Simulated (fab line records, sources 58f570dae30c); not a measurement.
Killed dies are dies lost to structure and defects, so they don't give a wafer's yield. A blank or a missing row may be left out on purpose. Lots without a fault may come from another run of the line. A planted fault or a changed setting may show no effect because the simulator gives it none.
Split-lot experiment | flow berkeley_cmos170 | 5 lots, 23 wafers read, on a route of 331 steps

THE SPLIT
At UCB170_NVT_IMPLANT_07, the setting dose_cm2 was moved away from the recipe's 3e+12 on 8 of the 23 wafers read, by -7.3% to -2.6%. The other wafers ran this setting at the recipe's value.

FROM THE SPLIT TO THE READING: what the file shows between them, 1 step
- UCB170_NVT_STRIP_08: strips in O2

THE READING
NVT_TW, at UCB170_NVT_TW_MEAS_09. Fault-free wafers of this fab line usually give 524, standard deviation 3.

wafer  | tool, chamber at the split | dose_cm2 as run | against the recipe | NVT_TW | against lot-mates on the recipe
L074.1 | implanter-02, 0            | 3e+12           | recipe             | 529    | -
L074.2 | implanter-02, 0            | 2.922e+12       | -2.6%              | 524    | -5
L074.4 | implanter-02, 0            | 3e+12           | recipe             | 529    | -
L074.5 | implanter-02, 0            | 2.922e+12       | -2.6%              | 526    | -3
L074.6 | implanter-02, 0            | 3e+12           | recipe             | 528    | -
L075.4 | implanter-02, 0            | 3e+12           | recipe             | 527    | -
L075.5 | implanter-02, 0            | 3e+12           | recipe             | 525    | -
L075.6 | implanter-02, 0            | 3e+12           | recipe             | 523    | -
L076.1 | implanter-02, 0            | 2.803e+12       | -6.6%              | 512    | -10
L076.2 | implanter-02, 0            | 3e+12           | recipe             | 522    | -
L076.3 | implanter-02, 0            | 3e+12           | recipe             | 522    | -
L076.4 | implanter-02, 0            | 3e+12           | recipe             | 523    | -
L076.6 | implanter-02, 0            | 2.803e+12       | -6.6%              | 511    | -11
L077.2 | implanter-03, 0            | 2.82e+12        | -6.0%              | 512    | -10
L077.3 | implanter-03, 0            | 3e+12           | recipe             | 522    | -
L077.4 | implanter-03, 0            | 3e+12           | recipe             | 523    | -
L077.5 | implanter-03, 0            | 2.82e+12        | -6.0%              | 513    | -9
L077.6 | implanter-03, 0            | 3e+12           | recipe             | 522    | -
L084.1 | implanter-04, 0            | 3e+12           | recipe             | 528    | -
L084.2 | implanter-04, 0            | 2.781e+12       | -7.3%              | 516    | -12
L084.3 | implanter-04, 0            | 3e+12           | recipe             | 526    | -
L084.4 | implanter-04, 0            | 2.781e+12       | -7.3%              | 517    | -11
L084.6 | implanter-04, 0            | 3e+12           | recipe             | 529    | -

THE FIT
A straight line over all 23 wafers: NVT_TW changes by +1.69 for each +1% of dose_cm2; r = +0.85; the points scatter about the line by 3.2.
The same after taking each lot's own level away (the mean of its wafers on the recipe; 23 wafers): +1.59 for each +1%; r = +0.98; scatter 0.96.
On that fit, the largest move of dose_cm2 shifts the reading by 12.
The lots' own levels span 522.3 to 528.7, that is 2.1 times the standard deviation above.
So the lot-to-lot level changes the slope little: the two slopes agree.
Check: with one of the wafers moved furthest among these (-7.3%) left out of the fit, the line predicts -11.6 for it against its lot-mates. It came out at -11.7 against them.

OTHER SPLITS ON THESE WAFERS
These wafers also went through other splits before the reading. Each is held against what the fit with the lots' levels taken away leaves over:
other split on the same wafers          | wafers away from the commonest value | r with NVT_TW (lot level and that fit taken away)
UCB170_ZERO_COAT_01 resist_thk_nm       | 7                                    | -0.14
UCB170_PWELL_CVD_05 time_s              | 18                                   | +0.09
UCB170_WELLDRIVE_OXIDATION_01 ox_time_s | 18                                   | +0.14
UCB170_ACTIVE_PEB_11 peb_temp_c         | 6                                    | -0.08
UCB170_PFIELD_IMPLANT_07 energy_kev     | 7                                    | -0.03

THE FILE'S OWN FIT
NVT_TW changes by +1.59 for each +1% of dose_cm2, r = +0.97.
